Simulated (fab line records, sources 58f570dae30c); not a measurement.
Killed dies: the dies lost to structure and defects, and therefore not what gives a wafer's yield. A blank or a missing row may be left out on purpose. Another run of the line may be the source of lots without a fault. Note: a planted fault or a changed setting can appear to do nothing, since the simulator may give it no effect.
Split-lot study || flow berkeleyCmos170 || 5 lots, 23 wafers read, on a route of 331 steps

## ABOUT THE SPLIT
At UCB170_NWELL_IMPLANT_14, the setting energyKev was moved away from the recipe's 150 on 7 of the 23 wafers read, by -3.9% to +3.9%. The other wafers ran this setting at the recipe's value.

Reading taken at the split's own step.

## THE READING
In nm, at UCB170_NWELL_IMPLANT_14: implant.drpNm, which is the simulator's own figure and was read by no gauge. No usual value for it is given in the file.

{"wafer": "L074.1", "tool, chamber at the split": "implanter-03, 0", "energyKev as run": 155, "against the recipe": "+3.3%", "implant.drpNm, nm": 64.29, "against lot-mates on the recipe": "+1.57"}
{"wafer": "L074.2", "tool, chamber at the split": "implanter-03, 0", "energyKev as run": 155, "against the recipe": "+3.3%", "implant.drpNm, nm": 64.29, "against lot-mates on the recipe": "+1.57"}
{"wafer": "L074.5", "tool, chamber at the split": "implanter-03, 0", "energyKev as run": 155, "against the recipe": "+3.3%", "implant.drpNm, nm": 64.29, "against lot-mates on the recipe": "+1.57"}
{"wafer": "L074.4", "tool, chamber at the split": "implanter-03, 0", "energyKev as run": 150, "against the recipe": "recipe", "implant.drpNm, nm": 62.72, "against lot-mates on the recipe": "-"}
{"wafer": "L074.6", "tool, chamber at the split": "implanter-03, 0", "energyKev as run": 150, "against the recipe": "recipe", "implant.drpNm, nm": 62.72, "against lot-mates on the recipe": "-"}
{"wafer": "L076.1", "tool, chamber at the split": "implanter-03, 0", "energyKev as run": 150, "against the recipe": "recipe", "implant.drpNm, nm": 62.72, "against lot-mates on the recipe": "-"}
{"wafer": "L076.2", "tool, chamber at the split": "implanter-03, 0", "energyKev as run": 150, "against the recipe": "recipe", "implant.drpNm, nm": 62.72, "against lot-mates on the recipe": "-"}
{"wafer": "L076.3", "tool, chamber at the split": "implanter-03, 0", "energyKev as run": 150, "against the recipe": "recipe", "implant.drpNm, nm": 62.72, "against lot-mates on the recipe": "-"}
{"wafer": "L076.4", "tool, chamber at the split": "implanter-03, 0", "energyKev as run": 150, "against the recipe": "recipe", "implant.drpNm, nm": 62.72, "against lot-mates on the recipe": "-"}
{"wafer": "L076.5", "tool, chamber at the split": "implanter-03, 0", "energyKev as run": 150, "against the recipe": "recipe", "implant.drpNm, nm": 62.72, "against lot-mates on the recipe": "-"}
{"wafer": "L081.1", "tool, chamber at the split": "implanter-03, 0", "energyKev as run": 150, "against the recipe": "recipe", "implant.drpNm, nm": 62.72, "against lot-mates on the recipe": "-"}
{"wafer": "L081.3", "tool, chamber at the split": "implanter-03, 0", "energyKev as run": 150, "against the recipe": "recipe", "implant.drpNm, nm": 62.72, "against lot-mates on the recipe": "-"}
{"wafer": "L081.5", "tool, chamber at the split": "implanter-03, 0", "energyKev as run": 150, "against the recipe": "recipe", "implant.drpNm, nm": 62.72, "against lot-mates on the recipe": "-"}
{"wafer": "L083.1", "tool, chamber at the split": "implanter-02, 0", "energyKev as run": 150, "against the recipe": "recipe", "implant.drpNm, nm": 62.72, "against lot-mates on the recipe": "-"}
{"wafer": "L083.2", "tool, chamber at the split": "implanter-02, 0", "energyKev as run": 150, "against the recipe": "recipe", "implant.drpNm, nm": 62.72, "against lot-mates on the recipe": "-"}
{"wafer": "L083.5", "tool, chamber at the split": "implanter-02, 0", "energyKev as run": 150, "against the recipe": "recipe", "implant.drpNm, nm": 62.72, "against lot-mates on the recipe": "-"}
{"wafer": "L083.3", "tool, chamber at the split": "implanter-02, 0", "energyKev as run": 155.9, "against the recipe": "+3.9%", "implant.drpNm, nm": 64.57, "against lot-mates on the recipe": "+1.85"}
{"wafer": "L083.6", "tool, chamber at the split": "implanter-02, 0", "energyKev as run": 155.9, "against the recipe": "+3.9%", "implant.drpNm, nm": 64.57, "against lot-mates on the recipe": "+1.85"}
{"wafer": "L084.2", "tool, chamber at the split": "implanter-03, 0", "energyKev as run": 150, "against the recipe": "recipe", "implant.drpNm, nm": 62.72, "against lot-mates on the recipe": "-"}
{"wafer": "L084.5", "tool, chamber at the split": "implanter-03, 0", "energyKev as run": 150, "against the recipe": "recipe", "implant.drpNm, nm": 62.72, "against lot-mates on the recipe": "-"}
{"wafer": "L084.6", "tool, chamber at the split": "implanter-03, 0", "energyKev as run": 150, "against the recipe": "recipe", "implant.drpNm, nm": 62.72, "against lot-mates on the recipe": "-"}
{"wafer": "L084.3", "tool, chamber at the split": "implanter-03, 0", "energyKev as run": 144.1, "against the recipe": "-3.9%", "implant.drpNm, nm": 60.79, "against lot-mates on the recipe": -1.93}
{"wafer": "L084.4", "tool, chamber at the split": "implanter-03, 0", "energyKev as run": 144.1, "against the recipe": "-3.9%", "implant.drpNm, nm": 60.79, "against lot-mates on the recipe": -1.93}

THE FIT
A straight line over all 23 wafers: implant.drpNm changes by +0.478 nm for each +1% of energyKev; r = +1.00; the points scatter about the line by 0.017 nm.
The same after taking each lot's own level away (the mean of its wafers on the recipe; 23 wafers): +0.478 nm for each +1%; r = +1.00; scatter 0.017 nm.
The reading moves by 1.9 nm for the largest change in energyKev, on that fit.
The lots' own levels span 62.720 to 62.720 nm.
The two slopes agree, so the slope changes little with the lot-to-lot level.
Check: for one of the wafers moved furthest among these (+3.9%), held out of the fit, the line's prediction against its lot-mates is +1.88 nm. It came out at +1.85 nm against them.

## THE OTHER SPLITS THESE WAFERS WENT THROUGH
Before the reading, these wafers also passed through other splits. Each is held against what the fit with the lots' levels taken away leaves over:
{"other split on the same wafers": "UCB170_NWELL_OXIDATION_01 tempC", "wafers away from the commonest value": 5, "r with implant.drpNm (lot level and that fit taken away)": -0.33}

## THE WHOLE CHAIN: every reading that the file lists as answering this split, in the file's order
{"step": "UCB170_NWELL_IMPLANT_14", "what it does": "", "reading": "implant.rpNm (the simulator's own value, which no gauge read)", "change (the file's fit)": "+1.94 nm for each +1% of the setting", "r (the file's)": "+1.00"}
{"step": "UCB170_NWELL_IMPLANT_14", "what it does": "", "reading": "implant.drpNm (the simulator's own value, which no gauge read)", "change (the file's fit)": "+0.478 nm for each +1% of the setting", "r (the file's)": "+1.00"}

## THE FILE'S OWN FIT
implant.drpNm changes by +0.478 nm for each +1% of energyKev, r = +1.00.
